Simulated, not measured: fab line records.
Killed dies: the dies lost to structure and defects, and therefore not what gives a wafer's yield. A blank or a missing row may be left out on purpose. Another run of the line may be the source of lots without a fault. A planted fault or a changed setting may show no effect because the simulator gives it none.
fab line records	flow ritCmos
[record] lots = 5	wafers = 15	lastDay = 7
route steps=202 shown PLDD@118 SPACER@125 NSD@131 PSD@142 SDANNEAL@153 SILICIDE@161 M1@202
lots untouched by any fault: they come from a run of this same line in which no faults occurred
startH: hours from the record's opening day to when the first of the lot's shown wafers began	waitH: hours since the lot's step before	" same as the row above	L1.1+2: one row covering several wafers at once	- either no value or no given start	* or withheld: withheld	< > ~ a bound
route shown NAME@n: names a module that has steps shown in the file, with the first one's number in the route	usual: the fault-free wafers' mean and standard deviation	same: alike in all rows	chamber/n: place in a boat	sites: each site's reading	_std_site: the standard deviation of these	_edge_site: inner sites' mean taken away from outer sites' mean	radiusMm: how far each site lies from the wafer's centre	mask NAME#n: copy n	behind: the tool/chamber that last shaped the wafer	hold: reason for holding the lot/hours on hold/outcome of the hold	device: which transistor (n, p or np) failed to switch	end of line: at the end of the route, the tests of the same wafers	step lacking rows: just its recipe	killed: at the first sort, the dies lost to defects and structure; wafer yield is something else	map: shows each die of a wafer: x if killed, . if not, _ if none is there
set.NAME: the setting that was run; set.NAME@STEP: the one run at that earlier step	model.NAME: the simulator's own value behind a step, which no gauge read
lots seen at some steps along the route; tables by step, rows by wafer
services: when a tool's chamber went out of use (startH, in hours from the record's first day, below 0 if earlier), for how many hours, and the reason
[[steps]]
[step RIT_PLDD_PEB_04]
[recipe] resist = NOVOLAK	tempC = withheld	timeS = withheld
[step RIT_PLDD_DEVELOP_05]
[recipe] resist = NOVOLAK	developTimeS = 50	devTempC = 23
[step RIT_PLDD_OVL_MEAS_06]
[usual] PLDD_OVL = -0.5/1.2
lot.wafer	tool	chamber	startH	waitH	PLDD_OVL[nm]
L443.1	overlay-02	-	55.77	-	-1.3
L443.3	"	-	"	"	-1.1
L443.5	"	-	"	"	-1.2
L449.2	overlay-02	-	87.87	-	-0.2
L449.4	"	-	"	"	-1.5
L449.6	"	-	"	"	0.4
L457.1	overlay-01	-	127.20	-	0.8
L457.2	"	-	"	"	-0.1
L457.6	"	-	"	"	-0.5
L458.2	overlay-02	-	129.66	-	-2.2
L458.5	"	-	"	"	-2.8
L458.6	"	-	"	"	-2.5
L464.1	overlay-01	-	160.51	-	0.4
L464.4	"	-	"	"	0.6
L464.6	"	-	"	"	-1.3
[step RIT_PLDD_HARDBAKE_07]
[recipe] resist = NOVOLAK	tempC = 140	timeS = 60
[step RIT_PLDD_IMPLANT_08]
[recipe] species = BF2	energyKev = 20	doseCm2 = 9e+14	tiltDeg = 7
[step RIT_PLDD_STRIP_09]
[recipe] chemistry = O2	timeS = 180	resist = NOVOLAK	platenTempC = withheld	powerW = 500	pressureMtorr = 4000	o2FlowSccm = 4000
[usual] drypumpMotorCurrentA = 5.9/0.41
lot.wafer	tool	chamber	startH	waitH	drypumpMotorCurrentA	rfHoursCounterH
L443.1	plasmaAsher-03	1	56.11	0.1	5.6	43
L443.3	"	1	"	"	5.6	-
L443.5	"	0	"	"	5.5	-
L449.2	plasmaAsher-01	0	88.20	0.1	6.0	43
L449.4	"	0	"	"	6.0	-
L449.6	"	0	"	"	6.1	-
L457.1	plasmaAsher-02	1	127.53	0.1	6.0	48
L457.2	"	0	"	"	6.8	48
L457.6	"	1	"	"	6.0	-
L458.2	plasmaAsher-02	1	130.00	0.1	6.0	48
L458.5	"	1	"	"	6.0	-
L458.6	"	0	"	"	6.8	-
L464.1	plasmaAsher-03	1	160.84	0.1	5.6	55
L464.4	"	1	"	"	5.6	-
L464.6	"	0	"	"	5.5	-
[step RIT_PLDD_TW_MEAS_10]
[usual] PLDD_TW = 2353/21
lot.wafer	tool	chamber	startH	waitH	PLDD_TW
L443.1	filmMetro-02	-	56.28	0.1	2339
L443.3	"	-	"	"	2338
L443.5	"	-	"	"	2348
L449.2	filmMetro-04	-	88.39	0.1	2383
L449.4	"	-	"	"	2393
L449.6	"	-	"	"	2372
L457.1	filmMetro-01	-	127.71	0.1	2325
L457.2	"	-	"	"	2345
L457.6	"	-	"	"	2326
L458.2	filmMetro-04	-	130.18	0.1	2352
L458.5	"	-	"	"	2346
L458.6	"	-	"	"	2349
L464.1	filmMetro-04	-	161.02	0.1	2377
L464.4	"	-	"	"	2368
L464.6	"	-	"	"	2385
[step RIT_SPACER_CLEAN_00]
[recipe] chemistry = SC1	mix = 3:3:50	timeS = 600	tempC = 75
[step RIT_SPACER_CLEAN_01]
[recipe] chemistry = dHF	dilution = 50:1	timeS = 30
[step RIT_SPACER_CLEAN_02]
[recipe] chemistry = SC2	mix = 3:3:50	timeS = 600	tempC = 75	dry = n2Spin
[step RIT_SPACER_CVD_03]
[recipe] material = Si3N4	targetThkNm = 250	tempC = 810	precursor = SiH2Cl2/NH3	timeS = 3173	pressureMtorr = 300	sih2cl2FlowSccm = 60	nh3FlowSccm = 150
[step RIT_SPACER_THK_MEAS_04]
[recipe] reads = Si3N4_of_SPACER_CVD_03
[usual] SPACER_NITRIDE_THK = 240.7/2.1
lot.wafer	tool	chamber	startH	waitH	SPACER_NITRIDE_THK[nm]
L443.1	filmMetro-03	-	58.62	0.0	240.2
L443.3	"	-	"	"	238.7
L443.5	"	-	"	"	240.5
L449.2	filmMetro-03	-	91.82	0.0	236.9
L449.4	"	-	"	"	237.3
L449.6	"	-	"	"	236.3
L457.1	filmMetro-02	-	130.70	0.0	242.2
L457.2	"	-	"	"	243.0
L457.6	"	-	"	"	240.9
L458.2	filmMetro-01	-	132.53	0.0	241.2
L458.5	"	-	"	"	239.9
L458.6	"	-	"	"	241.8
L464.1	filmMetro-01	-	163.36	0.0	238.8
L464.4	"	-	"	"	238.8
L464.6	"	-	"	"	239.1
[step RIT_SPACER_ETCHBACK_05]
[recipe] targetDepthA = 2500	SF6_flow_sccm = 30	CHF3_flow_sccm = 30	target = Si3N4	chemistry = SF6/CHF3	pressureMtorr = 40	rfW = 250	timeS = 240	stopOn = SiO2
[usual] drypumpMotorCurrentA = 5.7/0.49	oesProductAu = 0.827/0.0083	rfFwdPowerW = 249.2/0.78	throttleValvePct = 10.33/0.16
lot.wafer	tool	chamber	startH	waitH	drypumpMotorCurrentA	oesProductAu	rfFwdPowerW	rfHoursCounterH	throttleValvePct	model.poly-Si_of_GATE_CVD_08.thkNm	model.Si3N4_of_SPACER_CVD_03.thkNm	model.SiO2_of_FOX2_OXIDATION_00.thkNm
L443.1	rieDiel-02	0	58.68	0.1	5.6	0.826	248.3	150	10.44	164.7	186.4	184.2
L443.3	"	1	"	"	5.4	0.838	249.1	73	10.42	166.7	186.9	186.4
L443.5	"	1	"	"	5.4	0.833	249.5	-	10.42	165.9	188.3	184.2
L449.2	rieDiel-01	3	91.87	0.0	5.7	0.818	248.8	7	10.42	167.6	185.3	184.7
L449.4	"	1	"	"	5.0	0.814	248.1	48	10.32	168.3	185.8	185.8
L449.6	"	1	"	"	5.0	0.809	248.7	-	10.32	166.8	185.1	182.8
L457.1	rieDiel-01	1	130.76	0.1	5.0	0.817	249.1	50	10.32	163.6	189.1	189.7
L457.2	"	3	"	"	5.7	0.834	348.5	8	10.43	152.8	180.2	175.2
L457.6	"	1	"	"	5.0	0.826	249.6	-	10.32	163.9	188.3	191
L458.2	rieDiel-04	1	132.58	0.0	5.7	0.820	249.1	101	10.31	169.8	190.2	184.5
L458.5	"	0	"	"	6.4	0.833	250.2	-	10.49	167.4	188.8	187.5
L458.6	"	1	"	"	5.7	0.825	249.4	-	10.29	168.4	190.1	193
L464.1	rieDiel-04	0	163.42	0.1	6.4	0.838	250.2	42	10.48	167	188.5	185.3
L464.4	"	2	"	"	5.0	0.825	249.3	9	10.30	163.7	186.7	187.9
L464.6	"	2	"	"	4.9	0.828	248.7	-	10.29	165.8	187	186.2
[step RIT_NSD_HMDS_00]
[recipe] primeTimeS = 60	primeTempC = 140
[step RIT_NSD_COAT_01]
[recipe] resist = NOVOLAK	spinRpm = 3250	resistThkNm = 1000
[step RIT_NSD_SOFTBAKE_02]
[recipe] resist = NOVOLAK	tempC = 90	timeS = 60
[step RIT_NSD_EXPOSE_03]
[recipe] maskId = M9	na = 0.57	targetCdNm = 40700	doseMj = 250
[step RIT_NSD_PEB_04]
[recipe] resist = NOVOLAK	tempC = withheld	timeS = withheld
[step RIT_NSD_DEVELOP_05]
[recipe] resist = NOVOLAK	developTimeS = 50	devTempC = 23
[step RIT_NSD_OVL_MEAS_06]
[usual] NSD_OVL = -0.9/1.3
lot.wafer	tool	chamber	startH	waitH	NSD_OVL[nm]
L443.1	overlay-01	-	59.68	-	-1.3
L443.3	"	-	"	"	-1.3
L443.5	"	-	"	"	1.1
L449.2	overlay-01	-	92.88	-	-1.1
L449.4	"	-	"	"	0.0
L449.6	"	-	"	"	-0.1
L457.1	overlay-02	-	131.76	-	1.5
L457.2	"	-	"	"	1.0
L457.6	"	-	"	"	0.3
L458.2	overlay-01	-	133.59	-	-1.5
L458.5	"	-	"	"	0.9
L458.6	"	-	"	"	-0.6
L464.1	overlay-02	-	164.64	-	-0.9
L464.4	"	-	"	"	-2.6
L464.6	"	-	"	"	-2.5
[step RIT_NSD_HARDBAKE_07]
[recipe] resist = NOVOLAK	tempC = 140	timeS = 60
[step RIT_NSD_IMPLANT_08]
[recipe] species = P	energyKev = 25	doseCm2 = 1.023e+15	tiltDeg = 7
[step RIT_NSD_STRIP_09]
[recipe] chemistry = O2	timeS = 180	resist = NOVOLAK	platenTempC = withheld	powerW = 500	pressureMtorr = 4000	o2FlowSccm = 4000
[usual] drypumpMotorCurrentA = 5.4/0.4
lot.wafer	tool	chamber	startH	waitH	drypumpMotorCurrentA	rfHoursCounterH
L443.1	plasmaAsher-03	0	60.02	0.1	5.5	44
L443.3	"	1	"	"	5.6	-
L443.5	"	1	"	"	5.6	-
L449.2	plasmaAsher-04	0	93.21	0.1	4.8	31
L449.4	"	0	"	"	4.8	-
L449.6	"	1	"	"	5.6	-
L457.1	plasmaAsher-04	0	132.09	0.1	4.8	36
L457.2	"	1	"	"	5.6	36
L457.6	"	1	"	"	5.6	-
L458.2	plasmaAsher-01	0	133.92	0.1	6.0	2
L458.5	"	1	"	"	5.6	-
L458.6	"	0	"	"	6.0	-
L464.1	plasmaAsher-01	0	164.97	0.1	6.0	6
L464.4	"	0	"	"	6.0	-
L464.6	"	0	"	"	6.0	-
[step RIT_NSD_TW_MEAS_10]
[usual] NSD_TW = 3132/27
lot.wafer	tool	chamber	startH	waitH	NSD_TW
L443.1	filmMetro-04	-	60.20	0.1	3166
L443.3	"	-	"	"	3167
L443.5	"	-	"	"	3195
L449.2	filmMetro-04	-	93.39	0.1	3169
L449.4	"	-	"	"	3180
L449.6	"	-	"	"	3186
L457.1	filmMetro-01	-	132.27	0.1	3126
L457.2	"	-	"	"	3102
L457.6	"	-	"	"	3103
L458.2	filmMetro-01	-	134.11	0.1	3110
L458.5	"	-	"	"	3130
L458.6	"	-	"	"	3109
L464.1	filmMetro-02	-	165.15	0.1	3165
L464.4	"	-	"	"	3153
L464.6	"	-	"	"	3149
[step RIT_PSD_HMDS_00]
[recipe] primeTimeS = 60	primeTempC = 140
[step RIT_PSD_COAT_01]
[recipe] resist = NOVOLAK	spinRpm = 3250	resistThkNm = 1000
[step RIT_PSD_SOFTBAKE_02]
[recipe] resist = NOVOLAK	tempC = 90	timeS = 60
[step RIT_PSD_EXPOSE_03]
[recipe] maskId = M10	na = 0.57	targetCdNm = 40900	doseMj = 250
[step RIT_PSD_PEB_04]
[recipe] resist = NOVOLAK	tempC = withheld	timeS = withheld
[step RIT_PSD_DEVELOP_05]
[recipe] resist = NOVOLAK	developTimeS = 50	devTempC = 23
[step RIT_PSD_OVL_MEAS_06]
[usual] PSD_OVL = -0.7/1.3
lot.wafer	tool	chamber	startH	waitH	PSD_OVL[nm]
L443.1	overlay-01	-	61.23	-	1.3
L443.3	"	-	"	"	-0.2
L443.5	"	-	"	"	-2.5
L449.2	overlay-02	-	94.43	-	-0.5
L449.4	"	-	"	"	-1.6
L449.6	"	-	"	"	-1.3
L457.1	overlay-02	-	133.18	-	-0.9
L457.2	"	-	"	"	0.2
L457.6	"	-	"	"	-1.3
L458.2	overlay-02	-	135.14	-	-2.2
L458.5	"	-	"	"	-0.9
L458.6	"	-	"	"	-0.7
L464.1	overlay-02	-	166.06	-	-1.1
L464.4	"	-	"	"	-1.8
L464.6	"	-	"	"	-0.3
[step RIT_PSD_HARDBAKE_07]
[recipe] resist = NOVOLAK	tempC = 140	timeS = 60
[step RIT_PSD_IMPLANT_08]
[recipe] species = BF2	energyKev = 27	doseCm2 = 5e+15	tiltDeg = 7
[step RIT_PSD_STRIP_09]
[recipe] chemistry = O2	timeS = 180	resist = NOVOLAK	platenTempC = withheld	powerW = 500	pressureMtorr = 4000	o2FlowSccm = 4000
[usual] drypumpMotorCurrentA = 5.8/0.63
lot.wafer	tool	chamber	startH	waitH	drypumpMotorCurrentA	rfHoursCounterH
L443.1	plasmaAsher-03	1	61.57	0.1	5.6	44
L443.3	"	0	"	"	5.5	-
L443.5	"	0	"	"	5.5	-
L449.2	plasmaAsher-03	0	94.76	0.1	5.5	47
L449.4	"	0	"	"	5.5	-
L449.6	"	1	"	"	5.6	-
L457.1	plasmaAsher-04	0	133.52	0.1	4.8	36
L457.2	"	1	"	"	5.6	36
L457.6	"	0	"	"	4.8	-
L458.2	plasmaAsher-02	0	135.47	0.1	6.8	48
L458.5	"	0	"	"	6.8	-
L458.6	"	1	"	"	6.1	-
L464.1	plasmaAsher-04	1	166.39	0.1	5.6	39
L464.4	"	0	"	"	4.8	-
L464.6	"	0	"	"	4.8	-
[step RIT_PSD_TW_MEAS_10]
[usual] PSD_TW = 3423/30
lot.wafer	tool	chamber	startH	waitH	PSD_TW
L443.1	filmMetro-01	-	61.74	0.1	3381
L443.3	"	-	"	"	3396
L443.5	"	-	"	"	3378
L449.2	filmMetro-01	-	94.94	0.1	3407
L449.4	"	-	"	"	3403
L449.6	"	-	"	"	3408
L457.1	filmMetro-04	-	133.69	0.1	3461
L457.2	"	-	"	"	3435
L457.6	"	-	"	"	3436
L458.2	filmMetro-01	-	135.65	0.1	3400
L458.5	"	-	"	"	3410
L458.6	"	-	"	"	3389
L464.1	filmMetro-04	-	166.57	0.1	3472
L464.4	"	-	"	"	3477
L464.6	"	-	"	"	3473
[step RIT_SDANNEAL_CLEAN_00]
[recipe] chemistry = SC1	mix = 3:3:50	timeS = 600	tempC = 75
[step RIT_SDANNEAL_CLEAN_01]
[recipe] chemistry = dHF	dilution = 50:1	timeS = 30
[step RIT_SDANNEAL_CLEAN_02]
[recipe] chemistry = SC2	mix = 3:3:50	timeS = 600	tempC = 75	dry = n2Spin
lot.wafer	tool	chamber	startH	waitH	model.poly-Si_of_GATE_CVD_08.thkNm
L443.1	wetBench-01	3	61.99	0.0	160.3
L443.3	"	3	"	"	162.3
L443.5	"	3	"	"	161.4
L449.2	wetBench-04	3	95.18	0.0	163.3
L449.4	"	3	"	"	163.9
L449.6	"	3	"	"	162.4
L457.1	wetBench-02	0	134.12	0.0	159.1
L457.2	"	0	"	"	148.4
L457.6	"	0	"	"	159.5
L458.2	wetBench-04	0	135.91	0.0	165.4
L458.5	"	0	"	"	163
L458.6	"	0	"	"	164
L464.1	wetBench-01	2	166.82	0.0	162.6
L464.4	"	2	"	"	159.3
L464.6	"	2	"	"	161.4
[step RIT_SDANNEAL_RTA_03]
[recipe] tempC = 1050	timeS = 5	idleTempC = 600	rampUpCPerS = 342	rampDownCPerS = 171	coolToC = 600	ambient = N2
[usual] rampUpCPerS = 342.01/0.066	wafer_temp_C_max = 1053.3/1.1
lot.wafer	tool	chamber	startH	waitH	rampUpCPerS	wafer_temp_C_max
L443.1	rtpAnneal-01	0	62.17	0.0	342.05	1055.0
L443.3	"	0	"	"	342.06	1054.0
L443.5	"	0	"	"	342.01	1054.3
L449.2	rtpAnneal-01	0	95.37	0.0	342.14	1052.6
L449.4	"	0	"	"	341.89	1055.1
L449.6	"	0	"	"	341.98	1053.2
L457.1	rtpAnneal-01	0	134.47	0.0	341.90	1054.5
L457.2	"	0	"	"	342.11	1053.2
L457.6	"	0	"	"	342.04	1053.1
L458.2	rtpAnneal-02	0	136.10	0.0	341.92	1052.5
L458.5	"	0	"	"	341.97	1053.8
L458.6	"	0	"	"	342.06	1053.5
L464.1	rtpAnneal-02	0	167.00	0.0	342.08	1052.6
L464.4	"	0	"	"	341.97	1053.5
L464.6	"	0	"	"	342.05	1053.5
[step RIT_SDANNEAL_RS_MEAS_04]
[recipe] thkMeasGauge = four-point-probe
[usual] PSD_RS = 115.94/0.26
lot.wafer	tool	chamber	startH	waitH	PSD_RS[ohm/sq]
L443.1	filmMetro-04	-	62.23	0.0	115.98
L443.3	"	-	"	"	115.93
L443.5	"	-	"	"	115.62
L449.2	filmMetro-01	-	95.44	0.1	115.54
L449.4	"	-	"	"	115.82
L449.6	"	-	"	"	115.47
L457.1	filmMetro-02	-	134.53	0.0	116.29
L457.2	"	-	"	"	116.15
L457.6	"	-	"	"	115.92
L458.2	filmMetro-02	-	136.16	0.1	115.75
L458.5	"	-	"	"	115.78
L458.6	"	-	"	"	116.14
L464.1	filmMetro-02	-	167.05	0.0	116.04
L464.4	"	-	"	"	116.01
L464.6	"	-	"	"	116.17
[step RIT_SDANNEAL_RS_MEAS_05]
[recipe] thkMeasGauge = four-point-probe
[usual] NSD_RS = 83.06/0.22
lot.wafer	tool	chamber	startH	waitH	NSD_RS[ohm/sq]
L443.1	filmMetro-04	-	62.35	0.1	83.19
L443.3	"	-	"	"	83.20
L443.5	"	-	"	"	83.04
L449.2	filmMetro-01	-	95.56	0.1	83.05
L449.4	"	-	"	"	82.79
L449.6	"	-	"	"	82.95
L457.1	filmMetro-02	-	134.65	0.1	82.87
L457.2	"	-	"	"	82.98
L457.6	"	-	"	"	82.94
L458.2	filmMetro-02	-	136.28	0.1	83.01
L458.5	"	-	"	"	82.84
L458.6	"	-	"	"	82.98
L464.1	filmMetro-02	-	167.17	0.1	82.78
L464.4	"	-	"	"	82.88
L464.6	"	-	"	"	82.82
[step RIT_SDANNEAL_RS_MEAS_06]
[recipe] thkMeasGauge = four-point-probe
[usual] PLDD_RS = 178.6/0.51
lot.wafer	tool	chamber	startH	waitH	PLDD_RS[ohm/sq]
L443.1	filmMetro-04	-	62.47	0.1	178.8
L443.3	"	-	"	"	178.4
L443.5	"	-	"	"	177.9
L449.2	filmMetro-01	-	95.68	0.1	179.1
L449.4	"	-	"	"	178.8
L449.6	"	-	"	"	178.7
L457.1	filmMetro-02	-	134.77	0.1	178.4
L457.2	"	-	"	"	178.8
L457.6	"	-	"	"	177.9
L458.2	filmMetro-02	-	136.40	0.1	179.1
L458.5	"	-	"	"	179.3
L458.6	"	-	"	"	179.3
L464.1	filmMetro-02	-	167.29	0.1	178.9
L464.4	"	-	"	"	178.5
L464.6	"	-	"	"	178.3
[step RIT_SILICIDE_WET_ETCH_00]
[recipe] chemistry = BOE	target = SiO2	targetDepthNm = 14	timeS = 15	dry = n2Spin	dilution = 10:1	tempC = 21.5
lot.wafer	tool	chamber	startH	waitH	model.Si3N4_of_SPACER_CVD_03.thkNm	model.SiO2_of_FOX2_OXIDATION_00.thkNm
L443.1	wetBench-04	1	62.71	0.1	185.2	155.7
L443.3	"	1	"	"	185.7	158
L443.5	"	1	"	"	187.2	155.6
L449.2	wetBench-04	3	95.90	0.1	184.1	155.8
L449.4	"	3	"	"	184.7	156.8
L449.6	"	3	"	"	183.9	153.8
L457.1	wetBench-03	1	135.01	0.1	187.9	161.2
L457.2	"	1	"	"	179	146.7
L457.6	"	1	"	"	187.1	162.3
L458.2	wetBench-04	1	136.62	0.1	189	155.4
L458.5	"	1	"	"	187.7	158.5
L458.6	"	1	"	"	189	163.9
L464.1	wetBench-04	2	167.53	0.1	187.3	156.6
L464.4	"	2	"	"	185.5	159.1
L464.6	"	2	"	"	185.8	157.6
[step RIT_M1_PROBE_99]
[usual] killedAtFrontEnd = 6.9/2.8	killedDies = 7.0/2.8	killedOpen = 3.4/2	killedShort = 3.5/2.1
[same] grossDies = 264	killed_at_M0_to_M3 = 0	killed_at_M4_up = 0	killedAtBackSide = 0	killedAtContacts = 0	killedAtOther = 0
lot.wafer	tool	chamber	startH	waitH	killedAtFrontEnd	killedDies	killedOpen	killedShort
L443.1	prober-01	-	69.67	0.1	7	7	4	3
L443.3	prober-01	-	69.77	0.2	8	8	5	3
L443.5	prober-01	-	69.87	0.2	11	11	4	7
L449.2	prober-01	-	102.78	0.1	9	9	5	4
L449.4	prober-01	-	102.88	0.2	6	6	4	2
L449.6	prober-01	-	102.98	0.2	11	11	8	3
L457.1	prober-01	-	142.55	0.1	7	7	5	2
L457.2	prober-01	-	142.60	0.1	12	12	6	6
L457.6	prober-01	-	142.80	0.2	14	14	8	6
L458.2	prober-02	-	144.14	0.1	5	5	2	3
L458.5	prober-02	-	144.29	0.2	4	4	1	3
L458.6	prober-02	-	144.34	0.2	7	7	4	3
L464.1	prober-02	-	174.41	0.1	3	3	1	2
L464.4	prober-02	-	174.56	0.2	3	3	2	1
L464.6	prober-02	-	174.66	0.2	8	8	6	2
// killed by level:class
L443.1 FOX1:geometricParticle:short=3 FOX1:geometricParticle:open=2 GATE:geometricParticle:open=1 SILICIDE:geometricParticle:open=1
L443.3 GATE:geometricParticle:open=3 REOX:geometricParticle:open=2 FOX1:geometricParticle:short=1 REOX:geometricParticle:short=1 SPACER:geometricParticle:short=1
L443.5 FOX1:geometricParticle:open=2 FOX1:geometricParticle:short=2 GATE:geometricParticle:short=2 REOX:geometricParticle:short=2 SPACER:geometricParticle:open=2 SPACER:geometricParticle:short=1
L449.2 GATE:geometricParticle:open=2 FOX1:geometricParticle:open=1 FOX1:geometricParticle:short=1 GATE:geometricParticle:short=1 REOX:geometricParticle:short=1 SPACER:geometricParticle:open=1 SILICIDE:geometricParticle:open=1 SILICIDE:geometricParticle:short=1
L449.4 FOX1:geometricParticle:open=1 FOX2:geometricParticle:open=1 GATE:geometricParticle:short=1 GATE:geometricParticle:open=1 REOX:geometricParticle:short=1 SILICIDE:geometricParticle:open=1
L449.6 SILICIDE:geometricParticle:open=4 FOX2:geometricParticle:open=2 FOX2:geometricParticle:short=1 GATE:geometricParticle:short=1 REOX:geometricParticle:open=1 REOX:geometricParticle:short=1 SPACER:geometricParticle:open=1
L457.1 GATE:geometricParticle:short=2 SILICIDE:geometricParticle:open=2 FOX1:geometricParticle:open=1 FOX2:geometricParticle:open=1 GATE:geometricParticle:open=1
L457.2 FOX1:geometricParticle:open=2 FOX2:geometricParticle:short=2 GATE:geometricParticle:open=2 REOX:geometricParticle:short=2 FOX1:geometricParticle:short=1 GATE:geometricParticle:short=1 REOX:geometricParticle:open=1 SILICIDE:geometricParticle:open=1
L457.6 FOX1:geometricParticle:open=3 GATE:geometricParticle:short=3 GATE:geometricParticle:open=2 SPACER:geometricParticle:short=2 REOX:geometricParticle:open=2 FOX2:geometricParticle:open=1 FOX2:geometricParticle:short=1
L458.2 FOX1:geometricParticle:short=2 FOX1:geometricParticle:open=1 GATE:geometricParticle:open=1 GATE:geometricParticle:short=1
L458.5 FOX2:geometricParticle:short=2 FOX1:geometricParticle:open=1 GATE:geometricParticle:short=1
L458.6 GATE:geometricParticle:open=2 GATE:geometricParticle:short=2 FOX1:geometricParticle:short=1 FOX2:geometricParticle:open=1 SILICIDE:geometricParticle:open=1
L464.1 FOX1:geometricParticle:short=1 GATE:geometricParticle:short=1 REOX:geometricParticle:open=1
L464.4 FOX1:geometricParticle:open=1 REOX:geometricParticle:open=1 REOX:geometricParticle:short=1
L464.6 FOX1:geometricParticle:open=2 GATE:geometricParticle:open=2 REOX:geometricParticle:short=2 FOX2:geometricParticle:open=1 REOX:geometricParticle:open=1
[[services]]
tool	chamber	startH	hours	kind
plasmaAsher-02	-	33.02	3.0	repair
plasmaAsher-01	-	35.35	1.6	repair
rieDiel-02	2	35.61	11.6	repair
rieDiel-02	1	44.26	2.9	repair
rieDiel-02	1	47.14	2.3	repair
rieDiel-02	-	47.66	2.8	pm
rieDiel-04	0	57.62	2.5	repair
rtpAnneal-02	-	61.47	5.5	pm
plasmaAsher-03	-	62.49	0.7	repair
rieDiel-02	1	82.84	1.4	repair
wetBench-03	-	89.76	2.7	repair
plasmaAsher-04	-	93.69	0.4	repair
plasmaAsher-04	-	105.16	2.2	repair
plasmaAsher-01	-	108.75	9.0	pm
plasmaAsher-01	0	108.75	9.0	ventCycle
plasmaAsher-01	1	108.75	9.0	ventCycle
rtpAnneal-01	-	112.33	4.4	pm
plasmaAsher-01	0	117.75	-	clean
plasmaAsher-01	1	117.75	-	clean
plasmaAsher-02	-	123.99	3.4	repair
rieDiel-02	0	137.96	-	clean
plasmaAsher-02	-	144.26	7.2	repair
rieDiel-04	3	145.27	2.7	repair
plasmaAsher-04	-	162.57	3.1	repair
[[key]]
[firstSign] step = RIT_SPACER_ETCHBACK_05	reading = rfFwdPowerW	direction = up	sigmas = 99+	usual = 249.2	struck = 348.5
effect none on later readings
[modelEffect] step = RIT_SPACER_ETCHBACK_05	value = poly-Si_of_GATE_CVD_08.thkNm	without = 164.9	struck = 152.8
[modelEffect] step = RIT_SDANNEAL_CLEAN_02	value = poly-Si_of_GATE_CVD_08.thkNm	without = 160.5	struck = 148.4
[modelEffect] step = RIT_SILICIDE_WET_ETCH_00	value = Si3N4_of_SPACER_CVD_03.thkNm	without = 188.7	struck = 179
metAt RIT_SPACER_ETCHBACK_05
struckWafers L457.2
testerLeftOut L457
onsetBetween 91.87 130.76
[fault] kind = processParameterDrift	tool = rieDiel-01	chamber = 3	onsetH = 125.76	steps = RIT_SPACER_ETCHBACK_05	channel = rfW	offset = 100	shape = step	endH = 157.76	actsIn = theseRecipesOnly	stated = 250
// testerLeftOut: of these lots the tester's yield and bins aren't shown, on N5 and GAA mostly nor the transistor test; their killed dies are dies lost to structure and defects alone, not to doping, threshold or leakage, so they don't give the yield
